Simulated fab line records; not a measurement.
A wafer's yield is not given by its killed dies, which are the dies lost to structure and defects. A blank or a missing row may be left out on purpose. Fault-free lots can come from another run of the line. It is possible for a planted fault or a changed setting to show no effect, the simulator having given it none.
2 desks, one fault | flow berkeley_cmos170 | what lay behind the numbers comes last; until then each desk has only its own

== THE METROLOGY DESK ==
What the gauges read for every lot (on any tool): the sampled wafers with a number, averaged. Marked OUT: a lot whose mean sits more than 4 standard deviations from the usual mean, which makes it out of limits; the brackets give that distance.
Columns: A = M3_BOW at UCB170_M3_BOW_MEAS_20, usual 35 um
lot  | first seen here | A
L837 | day 8 08:26     | 46
L835 | day 8 08:33     | 31
L836 | day 8 08:38     | 32
L838 | day 8 09:41     | 31
L839 | day 9 01:34     | 35
L840 | day 9 01:47     | 44
L846 | day 10 01:10    | 41
L848 | day 10 20:13    | 37
L851 | day 11 01:04    | 32
L850 | day 11 11:18    | 30
L855 | day 11 11:22    | 41
L853 | day 11 13:05    | 35
L857 | day 12 12:10    | 31
This desk's verdict: no lot among the 13 shows anything out of limits.

== FOR THE TOOL OWNER'S DESK: rie_diel-01 ==
The tool's own readings at UCB170_PWELL_ETCH_14 (etches Si3N4 in CH3F/Ar/O2, stops on SiO2, target depth 242 nm, time 151 s): means of the sampled wafers that have a number, for each lot that ran on this tool. Marked OUT: a lot whose mean sits more than 4 standard deviations from the usual mean, which makes it out of limits; the brackets give that distance.
Columns: A = drypump_motor_current_A at UCB170_PWELL_ETCH_14, usual 5.6 A; B = oes_product_au at UCB170_PWELL_ETCH_14, usual 0.946 a.u.; C = throttle_valve_pct at UCB170_PWELL_ETCH_14, usual 8.03 %
lot  | first seen here | A   | B     | C
L837 | day 3 06:33     | 5.1 | 0.949 | 8.04
L838 | day 3 18:05     | 5.2 | 0.932 | 7.95
L839 | day 4 05:50     | 5.4 | 0.928 | 7.91
L846 | day 5 16:19     | 5.1 | 0.924 | 8.04
This desk's verdict: no lot among the 4 shows anything out of limits.

== TAKEN TOGETHER ==
Nothing out of limits was seen by the metrology desk.
Nothing out of limits was seen by the tool owner's desk.

== WHAT HAD BEEN PUT IN BY THE SIMULATOR ==
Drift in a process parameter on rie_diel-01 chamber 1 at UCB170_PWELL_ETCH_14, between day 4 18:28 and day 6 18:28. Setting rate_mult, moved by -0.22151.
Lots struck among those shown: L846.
